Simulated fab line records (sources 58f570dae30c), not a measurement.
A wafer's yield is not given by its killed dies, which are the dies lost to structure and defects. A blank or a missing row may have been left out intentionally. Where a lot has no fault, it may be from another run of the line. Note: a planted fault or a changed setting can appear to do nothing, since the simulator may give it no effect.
What tool caused it? -- flow berkeleyCmos170 -- 7 lots (21 wafers sampled), 1 step of a 331-step route

== WHAT THE GAUGES READ, wafer by wafer ==
UCB170_GATE_OVL_MEAS_13.
lot,measured,on,GATE_OVL (nm)
L230,day 7 12:29,overlay-02,1 -1 -4
L233,day 8 02:05,overlay-02,3 -3 -11
L232,day 8 02:44,overlay-02,1 -2 0
L234,day 8 17:52,overlay-02,-3 6 2
L245,day 11 00:42,overlay-01,6 6 6
L249,day 11 15:43,overlay-02,2 -2 0
L251,day 11 16:29,overlay-02,-6 1 1

== EACH LOT AND THE TOOL THAT RAN IT (in order: tool; ch and the chambers of the sampled wafers; start) ==
The record shows no process step preceding these readings.

== THE ANSWER, worked out from the rows above alone ==
Rule: what is usual is taken from the lots themselves. Put in order of their means at a reading, lots are off if they are a third of the lots or fewer, leave a main group of 4 or more, and stand apart from it by a gap of 3 or more times the standard deviation of the main group's means; of several such gaps the widest counts. A main group is skipped when, at the precision printed for the reading in the tables above, its means are all equal. Also off: a lot with no number at a reading for which 4 or more lots have one. Where the step has rows for the other lots, those lots are counted as sound.
None of the lots is off at any reading shown; this tells nothing.

== WHAT WAS PUT IN BY THE SIMULATOR ==
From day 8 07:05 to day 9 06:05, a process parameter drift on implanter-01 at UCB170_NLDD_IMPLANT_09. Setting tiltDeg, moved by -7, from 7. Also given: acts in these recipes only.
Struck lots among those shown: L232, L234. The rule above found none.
